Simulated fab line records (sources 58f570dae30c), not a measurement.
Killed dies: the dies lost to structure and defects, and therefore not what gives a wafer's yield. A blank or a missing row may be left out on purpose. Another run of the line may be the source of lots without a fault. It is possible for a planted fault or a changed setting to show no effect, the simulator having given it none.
A struck lot beside a sound one / flow berkeley-cmos170 / 44 out of 331 route steps
Sound: wafers L472.1, L472.2, L472.4. Struck: wafers L482.1, L482.3, L482.6. The cause is named last.
Per side, at each step with rows, come the tool, then ch with its chambers, and then its first start. Under that, the readings that differ: sound wafers / struck wafers / difference of the means / sigmas: that difference in standard deviations of wafers without a fault.
alike: a reading whose means differ by less than 2 such deviations, as well as words and numbers matching on both sides. not compared: withheld readings; readings where some wafer has no value; bounds like >300 that might hide an equal value; numbers whose values overlap and for which the record gives no deviation.
The two part at a step that has a row with sigmas, a row that says differs or no value, or rows on one side only. Non-overlapping numbers with no deviation appear without sigmas and do not part them. Lack of a reading on every wafer of one side parts them only where that side has two or more wafers.

first, 3 steps without rows for these wafers: UCB170_PVT_EXPOSE_03 (exposes mask NWELL, target cd 3000 nm); UCB170_PVT_PEB_04; UCB170_PVT_DEVELOP_05 (develop time 45 s).
UCB170_PVT_OVL_MEAS_06:
  struck on overlay-01, day 9 20:26; sound on overlay-02, day 7 07:52
  alike: PVT_OVL
following that, these wafers have no rows for 1 step: UCB170_PVT_IMPLANT_07.
UCB170_PVT_STRIP_08: strips in O2.
  sound on plasma-asher-03 ch 0,1, day 7 08:04; struck on plasma-asher-01 ch 0,1, day 9 20:37
  alike: drypump-motor-current-A, oes-product-au, strip-time-to-endpoint-s
  not compared: rf-hours-counter-h
UCB170_PVT_TW_MEAS_09:
  struck on film-metro-04, day 9 20:43; sound on film-metro-03, day 7 08:10
  alike: PVT_TW
then, 1 step without rows for these wafers: UCB170_GATE_WET_ETCH_00 (etches SiO2 in dHF, time 200 s).
UCB170_FIELD_THK_MEAS_91:
  struck on film-metro-03, day 9 21:00; sound on film-metro-04, day 7 08:17
  alike: FIELD_OXIDE_LEFT_2_THK
then, 1 step without rows for these wafers: UCB170_GATE_OXIDATION_01 (target thk 6.6 nm, ox time 1800 s).
UCB170_GATE_THK_MEAS_02:
  struck on film-metro-04, day 10 01:04; sound on film-metro-04, day 7 14:47
reading=GATE_OXIDE_THK (nm); sound=6.47 6.53 6.49; struck=6.93 6.94 6.74; difference=+0.37; sigmas=+2
then, 1 step without rows for these wafers: UCB170_GATE_ANNEAL_03 (time 1800 s).
UCB170_GATE_CVD_04: deposits poly-Si from SiH4, time 1440 s, target thk 214 nm.
  sound on lpcvd-01 ch 0, day 7 21:49; struck on lpcvd-01 ch 0, day 10 04:05
reading=spike-tc-centre-C (C); sound=609.2 610.4 610.8; struck=623.1 622.2 624.2; difference=+13.0; sigmas=+10
reading=model.poly-Si_of_GATE_CVD_04.thk-nm (nm); sound=214.8 214.3 215.2; struck=217 227.5 242.5; difference=+14; sigmas=
UCB170_GATE_THK_MEAS_05:
  struck on film-metro-04, day 10 05:34; sound on film-metro-01, day 7 23:13
reading=GATE_POLY_THK (nm); sound=214.8 214.3 215.0; struck=217.0 227.4 242.5; difference=+14.3; sigmas=+6
then, 6 steps without rows for these wafers: UCB170_GATE_COAT_06; UCB170_GATE_COAT_07 (resist thk 900 nm); UCB170_GATE_SOFTBAKE_08 (time 60 s); UCB170_GATE_EXPOSE_09 (exposes mask POLY, target cd 350 nm); UCB170_GATE_PEB_10; UCB170_GATE_DEVELOP_11 (develop time 45 s).
UCB170_GATE_CD_MEAS_12: the cd target is 350 nm.
  struck on cd-sem-02, day 10 06:46; sound on cd-sem-02, day 8 01:09
  alike: cd-nm
UCB170_GATE_OVL_MEAS_13:
  struck on overlay-01, day 10 06:53; sound on overlay-02, day 8 01:16
  alike: GATE_OVL
UCB170_GATE_ETCH_14: etches BARC in N2/H2.
  sound on rie-diel-01 ch 1,2,3, day 8 01:18; struck on rie-diel-04 ch 0,1,2, day 10 06:56
  alike: drypump-motor-current-A, h2-flow-sccm, oes-product-au, throttle-valve-pct
UCB170_GATE_ETCH_15: etches poly-Si in HBr/Cl2, stops on SiO2, time 56.3 s, target depth 278.2 nm.
  sound on rie-si-02 ch 0,1,2, day 8 01:20; struck on rie-si-02 ch 1,2,3, day 10 06:58
reading=oes-product-au (a.u.); sound=0.832 0.844 0.845; struck=0.833 0.875 0.907; difference=+0.031; sigmas=+3
reading=model.etch.depth-nm (nm); sound=214.8 214.3 215.2; struck=217 227.5 242.5; difference=+14; sigmas=
reading=model.GATE.feature-depth-nm (nm); sound=214.8 214.3 215.2; struck=217 227.5 242.5; difference=+14; sigmas=
  alike: drypump-motor-current-A, throttle-valve-pct
  not compared: rf-hours-counter-h
UCB170_GATE_STRIP_16: strips in O2.
  sound on plasma-asher-02 ch 0,1, day 8 01:23; struck on plasma-asher-02 ch 0, day 10 07:01
  alike: drypump-motor-current-A, oes-product-au
  not compared: rf-hours-counter-h
UCB170_GATE_CD_MEAS_90: the cd target is 350 nm.
  struck on cd-sem-01, day 10 07:07; sound on cd-sem-02, day 8 01:29
  alike: cd-nm
then, 7 steps without rows for these wafers: UCB170_GATE_CLEAN_17 (cleans in SPM, time 600 s); UCB170_PLDD_HMDS_00 (prime time 60 s); UCB170_PLDD_COAT_01 (resist thk 900 nm); UCB170_PLDD_SOFTBAKE_02 (time 60 s); UCB170_PLDD_EXPOSE_03 (exposes mask PSELECT, target cd 1200 nm); UCB170_PLDD_PEB_04; UCB170_PLDD_DEVELOP_05 (develop time 45 s).
UCB170_PLDD_CD_MEAS_06: the cd target is 1200 nm.
  struck on cd-sem-01, day 10 08:47; sound on cd-sem-02, day 8 03:00
  alike: cd-nm
UCB170_PLDD_OVL_MEAS_07:
  struck on overlay-01, day 10 08:54; sound on overlay-02, day 8 03:07
reading=PLDD_OVL (nm); sound=-8 -7 -2; struck=11 4 5; difference=+12; sigmas=+2
then, 2 steps without rows for these wafers: UCB170_PLDD_IMPLANT_08; UCB170_PLDD_IMPLANT_09.
UCB170_PLDD_STRIP_10: strips in O2.
  sound on plasma-asher-02 ch 0,1, day 8 03:28; struck on plasma-asher-02 ch 0,1, day 10 09:14
reading=strip-time-to-endpoint-s (s); sound=21.56 21.51 21.48; struck=21.75 21.70 21.68; difference=+0.19; sigmas=+3
  alike: drypump-motor-current-A, oes-product-au
  not compared: rf-hours-counter-h
UCB170_PLDD_TW_MEAS_11:
  struck on film-metro-03, day 10 09:20; sound on film-metro-02, day 8 03:34
  alike: PLDD_TW
then, 3 steps without rows for these wafers: UCB170_PLDD_CLEAN_12 (cleans in SPM, time 600 s); UCB170_NLDD_HMDS_00 (prime time 60 s); UCB170_NLDD_COAT_01 (resist thk 900 nm).
UCB170_SILICIDE_PRE_CLEAN_00: preclean etch time 60 s.
  struck on pvd-sputter-04, day 10 23:13; sound on pvd-sputter-03, day 8 14:59
reading=model.poly-Si_of_GATE_CVD_04.thk-nm (nm); sound=207.9 207.5 208.4; struck=210.2 220.6 235.6; difference=+14.2; sigmas=
UCB170_M3_PROBE_99:
  struck on prober-01, day 12 01:40; sound on prober-01, day 9 13:46
reading=model.etest.pldd.line-ohm-um; sound=1666 1788 1797; struck=1890 1918 1884; difference=+147; sigmas=
reading=model.etest.pldd.rs-ohm-sq; sound=1039 1132 1118; struck=1168 1172 1180; difference=+77; sigmas=
reading=model.etest.contact-ppoly.end-ohm-um; sound=240.2 238.1 241.8; struck=231.3 232.9 227.1; difference=-9.6; sigmas=
reading=model.etest.pmos_0p35.isub-log10-a-um; sound=-8.155 -8.227 -8.175; struck=-8.234 -8.244 -8.291; difference=-0.071; sigmas=
reading=model.etest.pmos_0p35.overlap-ff-um; sound=0.3981 0.3801 0.3763; struck=0.3627 0.3609 0.3614; difference=-0.0232; sigmas=
  not compared: model.etest.contact-npoly.end-ohm-um, model.etest.poly-comb-over-steps.leak-log10-a-um

## WHERE THEY PART
At UCB170_GATE_THK_MEAS_02 first; at UCB170_PLDD_STRIP_10 last (within this record only). Later steps at which nothing parts them and some readings are alike: UCB170_PLDD_TW_MEAS_11.

WHY: what the simulator had put in
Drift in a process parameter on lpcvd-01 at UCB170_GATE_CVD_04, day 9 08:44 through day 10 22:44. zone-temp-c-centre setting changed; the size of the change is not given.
